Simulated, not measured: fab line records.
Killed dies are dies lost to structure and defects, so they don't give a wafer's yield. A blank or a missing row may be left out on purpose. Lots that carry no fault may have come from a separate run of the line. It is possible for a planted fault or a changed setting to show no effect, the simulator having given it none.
Which of the tools did it? ; flow berkeley cmos170 ; Sampling: 14 lots, 42 wafers, 5 of 331 route steps

WHAT THE GAUGES READ, wafer by wafer
UCB170_PFIELD_TW_MEAS_09.
lot;measured;on;PFIELD_TW
L399;day 4 01:23;film metro-03;596 595 597
L400;day 4 10:45;film metro-03;597 599 593
L401;day 4 21:26;film metro-03;593 596 596
L403;day 4 22:09;film metro-04;591 598 595
L402;day 5 03:29;film metro-03;599 602 598
L405;day 5 05:58;film metro-03;598 601 599
L404;day 5 06:21;film metro-03;600 598 597
L406;day 6 01:55;film metro-04;601 599 598
L408;day 6 02:23;film metro-03;603 602 600
L413;day 7 10:42;film metro-03;603 601 600
L416;day 8 03:32;film metro-02;602 603 605
L419;day 8 16:34;film metro-02;603 602 599
L421;day 9 10:59;film metro-04;603 603 605
L422;day 9 11:26;film metro-02;604 604 605

UCB170_NVT_TW_MEAS_09.
lot;measured;on;NVT_TW
L399;day 5 05:22;film metro-03;519.9 520.4 520.1
L400;day 5 14:49;film metro-03;523.2 521.9 525.3
L401;day 6 09:26;film metro-04;522.9 523.8 523.0
L403;day 6 09:55;film metro-03;521.8 525.5 526.9
L402;day 6 21:16;film metro-03;524.2 521.2 523.9
L405;day 6 21:08;film metro-02;524.2 522.6 525.0
L404;day 6 20:55;film metro-04;519.8 523.5 525.2
L406;day 7 09:35;film metro-02;525.6 527.9 525.8
L408;day 7 08:53;film metro-02;527.7 523.9 528.6
L413;day 8 11:05;film metro-03;552.3 557.0 552.1
L416;day 9 04:50;film metro-03;551.5 552.2 551.5
L419;day 9 18:31;film metro-02;525.3 524.9 526.5
L421;day 10 14:28;film metro-03;527.8 523.6 527.0
L422;day 10 15:02;film metro-03;523.5 526.5 525.2

UCB170_GATE_OVL_MEAS_13.
lot;measured;on;GATE_OVL (nm)
L399;day 6 04:22;overlay-01;4 1 -3
L400;day 6 12:20;overlay-02;0 3 0
L401;day 7 02:34;overlay-02;4 -1 7
L403;day 7 02:32;overlay-01;2 7 7
L402;day 7 09:01;overlay-02;-1 7 1
L405;day 7 05:59;overlay-01;-1 7 6
L404;day 7 05:45;overlay-01;-5 5 3
L406;day 8 00:32;overlay-01;-11 -3 -6
L408;day 8 00:10;overlay-01;0 -3 5
L413;day 9 01:18;overlay-02;2 1 -5
L416;day 9 18:16;overlay-01;-7 -6 -10
L419;day 10 05:58;overlay-01;4 9 1
L421;day 11 05:22;overlay-02;6 3 11
L422;day 11 05:17;overlay-01;-3 -13 -4

UCB170_PSD_OVL_MEAS_07.
lot;measured;on;PSD_OVL (nm)
L399;day 6 16:01;overlay-01;3 8 -5
L400;day 6 22:24;overlay-01;11 8 1
L401;day 7 14:34;overlay-02;1 0 -2
L403;day 7 12:04;overlay-01;6 14 7
L402;day 7 18:47;overlay-01;3 9 6
L405;day 7 19:02;overlay-02;2 5 -2
L404;day 7 18:31;overlay-01;4 10 7
L406;day 8 12:14;overlay-01;1 8 13
L408;day 8 11:41;overlay-01;-8 -1 0
L413;day 9 11:49;overlay-02;5 1 1
L416;day 10 05:13;overlay-01;-5 0 -3
L419;day 10 16:37;overlay-02;4 -1 -1
L421;day 11 16:55;overlay-01;6 -1 5
L422;day 11 16:50;overlay-01;1 -7 -2

EACH LOT AND THE TOOL THAT RAN IT (in order: tool; ch and the chambers of the sampled wafers; start)
lot;UCB170_NVT_IMPLANT_07
L399;implanter-02 ch 0, day 5 05:08
L400;implanter-02 ch 0, day 5 14:35
L401;implanter-03 ch 0, day 6 09:11
L403;implanter-02 ch 0, day 6 09:40
L402;implanter-04 ch 0, day 6 21:04
L405;implanter-03 ch 0, day 6 20:53
L404;implanter-02 ch 0, day 6 20:43
L406;implanter-02 ch 0, day 7 09:21
L408;implanter-03 ch 0, day 7 08:40
L413;implanter-03 ch 0, day 8 10:50
L416;implanter-03 ch 0, day 9 04:37
L419;implanter-04 ch 0, day 9 18:16
L421;implanter-04 ch 0, day 10 14:13
L422;implanter-04 ch 0, day 10 14:47
- UCB170_NVT_IMPLANT_07

WHAT THE TOOLS THEMSELVES READ (means of the sampled wafers that have a number; where no wafer has one, the mark that the record gives instead)
UCB170_NVT_IMPLANT_07.
lot;tool;dose ions cm2;faraday current uA;tilt deg (degrees)
L399;implanter-02;3e+12;9.54;7.014
L400;implanter-02;3e+12;9.45;6.992
L401;implanter-03;3e+12;9.60;7.003
L403;implanter-02;3e+12;9.37;7.008
L402;implanter-04;3e+12;9.44;7.039
L405;implanter-03;3e+12;9.42;6.972
L404;implanter-02;3e+12;9.58;6.972
L406;implanter-02;3e+12;9.37;6.966
L408;implanter-03;3e+12;9.51;6.978
L413;implanter-03;4e+12;11.26;7.033
L416;implanter-03;4e+12;11.25;7.012
L419;implanter-04;3e+12;9.48;6.995
L421;implanter-04;3e+12;9.42;7.002
L422;implanter-04;3e+12;9.30;6.985

THE ANSWER, worked out from the rows above alone
Rule: usual is defined by the lots themselves. Put in order of their means at a reading, lots are off if they are a third of the lots or fewer, leave a main group of 4 or more, and stand apart from it by a gap of 3 or more times the standard deviation of the main group's means; of several such gaps the widest counts. If all means in a main group match to the digits the tables above print for the reading, that group is not used. A lot without any number at a reading at which 4 lots or more have one is off too. All remaining lots with rows at the step are treated as sound. First the gauges in route order, then the tools' own readings, where a lot's mean is used as printed above. The first step at which some lot is off is used, and at that step the reading that is off furthest; a lot without a number counts as furthest.
Off: L413, L416, at UCB170_NVT_TW_MEAS_09 (NVT_TW). Main group: mean 524.3, sd 1.8.
If a tool, at a process step before that reading, ran all the lots that are off and no sound lot after the first of them, it fits. Not tried: the gauges at UCB170_NVT_TW_MEAS_09; whatever is off there is also off at UCB170_NVT_IMPLANT_07, on other tools, and gauge error can't account for it. One candidate fits, namely implanter-03 at UCB170_NVT_IMPLANT_07. Its last sound lot is L408 (day 7 08:40), its first lot that is off L413 (day 8 10:50): a fault that began between those two fits.
The tool's own readings at UCB170_NVT_IMPLANT_07 bear it out: on the lots that are off they differ by more than 5 times the standard deviation of the sound lots' means. dose ions cm2 reads 4e+12 there against 3e+12 on the sound lots; faraday current uA reads 11.25 there against 9.46 on the sound lots.

WHAT HAD BEEN PUT IN BY THE SIMULATOR
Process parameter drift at UCB170_NVT_IMPLANT_07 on implanter-03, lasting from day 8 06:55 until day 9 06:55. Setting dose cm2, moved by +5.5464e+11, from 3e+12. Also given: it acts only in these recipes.
Struck lots among those shown: L413, L416. The rule above found the same.
